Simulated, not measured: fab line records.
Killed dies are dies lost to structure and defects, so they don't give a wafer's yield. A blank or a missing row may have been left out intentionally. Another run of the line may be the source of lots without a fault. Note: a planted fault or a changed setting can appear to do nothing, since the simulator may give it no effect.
Which tool was responsible? -- flow berkeley cmos170 -- 7 lots, 21 wafers sampled, at 3 steps of a route of 331

## WHAT THE GAUGES SHOWED, per wafer
UCB170_V2_CD_MEAS_90: target cd 700 nm.
lot,measured,on,cd nm (nm)
L892,day 8 17:36,cd sem-02,701.5 703.2 700.4
L894,day 9 02:42,cd sem-01,699.7 699.8 699.2
L903,day 11 02:31,cd sem-01,697.2 695.4 697.8
L905,day 11 16:09,cd sem-01,- - -
L909,day 12 23:16,cd sem-01,699.3 700.7 699.5
L913,day 13 13:55,cd sem-02,705.2 705.4 706.1
L915,day 13 14:32,cd sem-01,700.1 699.4 700.7

## WHICH TOOL RAN EACH LOT (tool, then ch and the chambers of the sampled wafers, then the start)
lot,UCB170_V2_ETCH_14,UCB170_V2_STRIP_15
L892,"rie diel-01 ch 0,3, day 8 17:19","plasma asher-01 ch 0,1, day 8 17:30"
L894,"rie diel-02 ch 2,3, day 9 02:25","plasma asher-04 ch 0,1, day 9 02:35"
L903,"rie diel-03 ch 0,2, day 11 02:14","plasma asher-03 ch 0,1, day 11 02:25"
L905,"rie diel-02 ch 0,2,3, day 11 15:52","plasma asher-03 ch 0,1, day 11 16:03"
L909,"rie diel-02 ch 1,2,3, day 12 22:59","plasma asher-03 ch 0,1, day 12 23:10"
L913,"rie diel-01 ch 1,3, day 13 13:37","plasma asher-03 ch 0,1, day 13 13:47"
L915,"rie diel-03 ch 1,2,3, day 13 14:14","plasma asher-04 ch 0,1, day 13 14:25"
- UCB170_V2_ETCH_14: etches SiO2 in CHF3/CF4/Ar, stops on Al, target depth 1250 nm, time 291 s.
- UCB170_V2_STRIP_15: strips in O2.

## THE ANSWER, worked out from the rows above alone
Rule: what is usual is taken from the lots themselves. The widest of any qualifying gaps counts: lots, ordered by their means at a reading, are off when they make up no more than a third of the lots, leave a main group of 4 or more, and stand apart from it by 3 or more times the standard deviation of that group's means. The tables above print the reading to a certain number of digits; a main group whose means all agree to those digits is not used. A lot without any number at a reading at which 4 lots or more have one is off too. The other lots that the step has rows for count as sound.
Off at UCB170_V2_CD_MEAS_90 (cd nm): L905. Without a number there: L905. For the main group the mean is 700.6 nm and the standard deviation 2.7.
If a tool, at a process step before that reading, ran all the lots that are off and no sound lot after the first of them, it fits. Those tools and the gauges at UCB170_V2_CD_MEAS_90 are tried in the same way. No candidate that was tried fits.

## WHAT THE SIMULATOR HAD PUT IN
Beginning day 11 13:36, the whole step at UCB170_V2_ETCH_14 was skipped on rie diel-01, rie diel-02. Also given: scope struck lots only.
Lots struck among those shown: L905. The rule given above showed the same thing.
